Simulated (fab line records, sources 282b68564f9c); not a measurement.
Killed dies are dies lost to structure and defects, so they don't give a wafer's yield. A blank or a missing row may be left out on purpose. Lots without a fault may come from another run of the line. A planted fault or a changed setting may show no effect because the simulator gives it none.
Tool commonality check | flow rit_cmos | 13 lots, 39 wafers sampled

WHY IT WAS OPENED
At RIT_ACTIVE_CD_MEAS_11 the reading cd_nm is flagged on 1 of 13 lots. Wafers without a fault read 1399.9 nm, standard deviation 2.1.
Rule: a lot is flagged when every wafer of it that has a number lies more than 4 standard deviations from that mean, or none has a number. The other lots count as sound.

lot  | measured    | on        | cd_nm (nm), wafer by wafer | flag
L816 | day 1 17:56 | cd_sem-02 | 1401.7 1400.7 1401.0       |
L817 | day 1 20:10 | cd_sem-01 | 1404.2 1401.8 1402.5       |
L818 | day 2 00:45 | cd_sem-01 | 1396.4 1400.8 1398.9       |
L821 | day 2 15:29 | cd_sem-02 | 1402.8 1402.2 1402.0       |
L822 | day 2 20:43 | cd_sem-02 | 1400.6 1399.1 1399.2       |
L825 | day 3 11:29 | cd_sem-02 | 1277.2 1275.3 1275.4       | FLAGGED
L830 | day 4 12:36 | cd_sem-02 | 1396.9 1398.1 1399.4       |
L831 | day 4 17:29 | cd_sem-01 | 1399.8 1400.1 1398.7       |
L835 | day 5 14:47 | cd_sem-01 | 1397.8 1396.2 1396.4       |
L836 | day 5 18:43 | cd_sem-02 | 1399.0 1398.0 1398.4       |
L837 | day 6 00:44 | cd_sem-01 | 1403.4 1403.4 1401.5       |
L838 | day 6 04:43 | cd_sem-02 | 1400.7 1399.8 1402.7       |
L839 | day 6 10:34 | cd_sem-02 | 1397.9 1399.3 1397.5       |
The numbers of the flagged lots are 1276.0 nm on average: -123.9 nm against the usual, or -59 standard deviations.

WHICH TOOL RAN EACH LOT
The record holds 1 process step before the reading, out of a route of 202 steps. In each cell: the tool, then ch and the chambers that the sampled wafers went through, then the start.
lot  | flag    | RIT_ACTIVE_EXPOSE_08
L816 |         | iline_stepper-01 ch 0, day 1 17:32
L817 |         | iline_stepper-02 ch 0, day 1 19:46
L818 |         | iline_stepper-01 ch 0, day 2 00:20
L821 |         | iline_stepper-02 ch 0, day 2 15:05
L822 |         | iline_stepper-01 ch 0, day 2 20:19
L825 | FLAGGED | iline_stepper-01 ch 0, day 3 11:05
L830 |         | iline_stepper-02 ch 0, day 4 12:12
L831 |         | iline_stepper-02 ch 0, day 4 17:05
L835 |         | iline_stepper-01 ch 0, day 5 14:23
L836 |         | iline_stepper-02 ch 0, day 5 18:19
L837 |         | iline_stepper-01 ch 0, day 6 00:20
L838 |         | iline_stepper-02 ch 0, day 6 04:19
L839 |         | iline_stepper-01 ch 0, day 6 10:10
What these steps do:
- RIT_ACTIVE_EXPOSE_08: exposes mask M1, target cd 1400 nm.
- RIT_ACTIVE_CD_MEAS_11: target cd 1400 nm.

FLAGGED OVER TOTAL, TOOL BY TOOL (the gauges that took the reading come last)
step                  | tool             | lots run | flagged | share of the flagged lots | sound lots run after its first flagged lot
RIT_ACTIVE_EXPOSE_08  | iline_stepper-01 | 7        | 1       | all                       | 3 (L835,L837,L839)
RIT_ACTIVE_EXPOSE_08  | iline_stepper-02 | 6        | 0       | none                      | -
RIT_ACTIVE_CD_MEAS_11 | cd_sem-01        | 5        | 0       | none                      | -
RIT_ACTIVE_CD_MEAS_11 | cd_sem-02        | 8        | 1       | all                       | 4 (L830,L836,L838,L839)

WHAT THE TABLE ALLOWS
2 rows of the table ran every flagged lot: iline_stepper-01 at RIT_ACTIVE_EXPOSE_08, cd_sem-02 at RIT_ACTIVE_CD_MEAS_11.
- iline_stepper-01 at RIT_ACTIVE_EXPOSE_08: 1 of its 7 lots flagged. Sound lots ran on it after the first flagged one (L835, L837, L839), which a lasting fault on the whole tool wouldn't allow.
- cd_sem-02 at RIT_ACTIVE_CD_MEAS_11: 1 of its 8 lots flagged. Sound lots ran on it after the first flagged one (L830, L836, L838, L839), which a lasting fault on the whole tool wouldn't allow.
No row of the table ran every flagged lot and no sound lot after the first.

WHAT THE SIMULATOR HAD PUT IN
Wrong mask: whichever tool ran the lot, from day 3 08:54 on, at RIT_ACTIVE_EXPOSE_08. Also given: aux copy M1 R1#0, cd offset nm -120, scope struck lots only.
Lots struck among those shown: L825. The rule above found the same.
